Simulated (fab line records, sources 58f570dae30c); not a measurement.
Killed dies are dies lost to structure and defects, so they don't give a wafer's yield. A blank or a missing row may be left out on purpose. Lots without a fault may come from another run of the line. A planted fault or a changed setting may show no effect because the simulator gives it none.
Chamber matching | flow berkeley_cmos170 | UCB170_GATE_ETCH_15 on rie_si-01: 4 sister chambers
The step etches poly-Si in HBr/Cl2, stops on SiO2, time 56.3 s, target depth 278.2 nm. 4 wafers are shown with their chamber, then 8 later ones without.

WAFERS WITH THEIR CHAMBER
wafer  | chamber | drypump_motor_current_A (A)
L204.3 | 3       | 5.7
L202.5 | 0       | 5.8
L202.6 | 1       | 5.7
L205.1 | 2       | 6.3

WAFERS WITHOUT THEIR CHAMBER
wafer  | drypump_motor_current_A (A)
L205.2 | 5.7
L205.6 | 5.7
L214.1 | 6.4
L214.2 | 5.7
L214.3 | 5.8
L217.1 | 6.3
L217.2 | 5.8
L217.4 | 5.8

WHICH CHAMBER EACH WENT THROUGH
wafer  | from the rows above     | in truth
L205.2 | can't be placed: 1 or 3 | 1
L205.6 | can't be placed: 1 or 3 | 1
L214.1 | 2                       | 2
L214.2 | can't be placed: 1 or 3 | 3
L214.3 | 0                       | 0
L217.1 | 2                       | 2
L217.2 | 0                       | 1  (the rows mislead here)
L217.4 | 0                       | 0
Placed correctly: 4 of 8. Can't be placed from these rows: 3 (the true chamber is among the candidates in 3). Placed wrongly: 1.
How it was worked out, from the rows above alone: a wafer's distance from a chamber is the root of the sum, over the readings, of the square of ((its reading less the chamber's mean) divided by the reading's scatter). The wafer belongs to the nearest chamber; if the next one is less than 2 further off, it can't be placed. A chamber's mean is the mean of its shown wafers. The scatter: with one shown wafer a chamber, the root of the mean of the squares of how far each hidden wafer lies from its nearest shown one.
